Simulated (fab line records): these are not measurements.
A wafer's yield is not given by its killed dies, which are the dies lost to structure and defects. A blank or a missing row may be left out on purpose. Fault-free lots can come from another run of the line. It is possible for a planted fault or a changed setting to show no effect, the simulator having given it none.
Which tool is to blame? / flow berkeley_cmos170 / 42 wafers sampled from 14 lots at 1 step of a route of 331

WHAT THE GAUGES READ, wafer by wafer
The record holds no reading of a measuring or inspecting step that can be judged against a usual standard deviation.

WHICH TOOL RAN EACH LOT (tool, then ch and the chambers of the sampled wafers, then the start)
lot=L682; UCB170_PWELL_WET_ETCH_20=wet_bench-02 ch 2, day 3 07:36
lot=L683; UCB170_PWELL_WET_ETCH_20=wet_bench-04 ch 0, day 3 11:03
lot=L684; UCB170_PWELL_WET_ETCH_20=wet_bench-02 ch 2, day 4 03:59
lot=L686; UCB170_PWELL_WET_ETCH_20=wet_bench-02 ch 3, day 4 08:54
lot=L689; UCB170_PWELL_WET_ETCH_20=wet_bench-02 ch 0, day 5 03:35
lot=L691; UCB170_PWELL_WET_ETCH_20=wet_bench-04 ch 0, day 5 06:17
lot=L692; UCB170_PWELL_WET_ETCH_20=wet_bench-04 ch 3, day 5 06:17
lot=L696; UCB170_PWELL_WET_ETCH_20=wet_bench-03 ch 3, day 6 04:14
lot=L697; UCB170_PWELL_WET_ETCH_20=wet_bench-03 ch 2, day 6 04:14
lot=L700; UCB170_PWELL_WET_ETCH_20=wet_bench-03 ch 0, day 7 00:43
lot=L699; UCB170_PWELL_WET_ETCH_20=wet_bench-03 ch 2, day 7 05:20
lot=L701; UCB170_PWELL_WET_ETCH_20=wet_bench-02 ch 0, day 7 05:43
lot=L703; UCB170_PWELL_WET_ETCH_20=wet_bench-02 ch 2, day 7 17:30
lot=L702; UCB170_PWELL_WET_ETCH_20=wet_bench-02 ch 0, day 7 22:46
- UCB170_PWELL_WET_ETCH_20: etches SiO2 in BOE, time 22 s.

AS READ BY THE TOOLS THEMSELVES (means over the sampled wafers that have a number; for cases with no such wafer, the mark the record gives instead)
UCB170_PWELL_WET_ETCH_20.
lot=L682; tool=wet_bench-02; run_length_s (s)=49.2
lot=L683; tool=wet_bench-04; run_length_s (s)=52.9
lot=L684; tool=wet_bench-02; run_length_s (s)=49.4
lot=L686; tool=wet_bench-02; run_length_s (s)=49.8
lot=L689; tool=wet_bench-02; run_length_s (s)=48.8
lot=L691; tool=wet_bench-04; run_length_s (s)=32.8
lot=L692; tool=wet_bench-04; run_length_s (s)=33.9
lot=L696; tool=wet_bench-03; run_length_s (s)=48.5
lot=L697; tool=wet_bench-03; run_length_s (s)=48.1
lot=L700; tool=wet_bench-03; run_length_s (s)=48.3
lot=L699; tool=wet_bench-03; run_length_s (s)=48.4
lot=L701; tool=wet_bench-02; run_length_s (s)=48.6
lot=L703; tool=wet_bench-02; run_length_s (s)=49.1
lot=L702; tool=wet_bench-02; run_length_s (s)=48.4

THE ANSWER, worked out from the rows above alone
Rule: usual is defined by the lots themselves. Put in order of their means at a reading, lots are off if they are a third of the lots or fewer, leave a main group of 4 or more, and stand apart from it by a gap of 3 or more times the standard deviation of the main group's means; of several such gaps the widest counts. A main group whose means are all the same, to the digits that the tables above print for the reading, isn't used. A lot without any number at a reading at which 4 lots or more have one is off too. The other lots that the step has rows for count as sound. Order of review: gauges by route order, followed by the tools' own readings, for which a lot's mean as printed above is used. At the first step where some lot is off, the reading lying furthest off is the one used; lots without a number count as furthest.
Off: L691, L692, at UCB170_PWELL_WET_ETCH_20 (run_length_s). Main group: mean 49.1 s, sd 1.2.
A tool fits if, at that step or a process step before it, it ran every lot that is off, and no sound lot after the first of them. One candidate fits, namely wet_bench-04 at UCB170_PWELL_WET_ETCH_20. A fault onset in the window from L683 (day 3 11:03, its last sound lot) to L691 (day 5 06:17, its first lot off) fits.
The tool's own readings at UCB170_PWELL_WET_ETCH_20 bear it out: on the lots that are off they differ by more than 5 times the standard deviation of the sound lots' means. run_length_s reads 33.3 s there against 49.1 s on the sound lots.

WHAT THE SIMULATOR HAD PUT IN
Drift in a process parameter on wet_bench-04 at UCB170_PWELL_WET_ETCH_20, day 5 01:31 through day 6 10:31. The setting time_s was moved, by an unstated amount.
Struck lots among those shown: L691, L692. The rule above reached the same finding.
